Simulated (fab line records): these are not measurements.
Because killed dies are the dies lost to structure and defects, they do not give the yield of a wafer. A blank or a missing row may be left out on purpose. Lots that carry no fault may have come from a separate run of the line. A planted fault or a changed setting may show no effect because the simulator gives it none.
Chamber matching + flow berkeley-cmos170 + UCB170_M3_ETCH_17 on rie-diel-04: 4 sister chambers
The step etches BARC in N2/H2. 8 wafers are shown with their chamber, then 7 later ones without.

## WAFERS, EACH WITH ITS CHAMBER
| wafer  | chamber | drypump-motor-current-A (A) | throttle-valve-pct (%) |
|--------|---------|-----------------------------|------------------------|
| L321.5 | 3       | 6.8                         | 13.02                  |
| L322.6 | 3       | 6.8                         | 13.01                  |
| L325.4 | 1       | 6.1                         | 13.16                  |
| L326.1 | 2       | 5.8                         | 12.86                  |
| L326.4 | 0       | 5.3                         | 13.44                  |
| L326.5 | 2       | 5.8                         | 12.87                  |
| L331.4 | 1       | 6.0                         | 13.16                  |
| L331.5 | 0       | 5.3                         | 13.45                  |

## WAFERS WITH NO CHAMBER GIVEN
| wafer  | drypump-motor-current-A (A) | throttle-valve-pct (%) |
|--------|-----------------------------|------------------------|
| L331.6 | 6.8                         | 13.03                  |
| L336.1 | 5.8                         | 12.92                  |
| L336.3 | 6.1                         | 13.18                  |
| L336.6 | 6.1                         | 13.16                  |
| L335.3 | 5.3                         | 13.45                  |
| L335.4 | 6.1                         | 13.18                  |
| L335.5 | 5.3                         | 13.44                  |

## WHICH CHAMBER EACH ONE RAN IN
| wafer  | from the rows above | in truth |
|--------|---------------------|----------|
| L331.6 | 3                   | 3        |
| L336.1 | 2                   | 2        |
| L336.3 | 1                   | 1        |
| L336.6 | 1                   | 1        |
| L335.3 | 0                   | 0        |
| L335.4 | 1                   | 1        |
| L335.5 | 0                   | 0        |
Correct placement for 7 of the 7. Not placeable from these rows: 0. Wrongly placed: 0.
How it was worked out, from the rows above alone: a wafer's distance from a chamber is the root of the sum, over the readings, of the square of ((its reading less the chamber's mean) divided by the reading's scatter). The wafer belongs to the nearest chamber; if the next one is less than 2 further off, it can't be placed. The mean given for a chamber averages the wafers shown for that chamber. How the scatter is found: for the shown wafers, subtract from each reading the mean of its chamber, square and add these, divide the total by (wafers less chambers), then take the root.
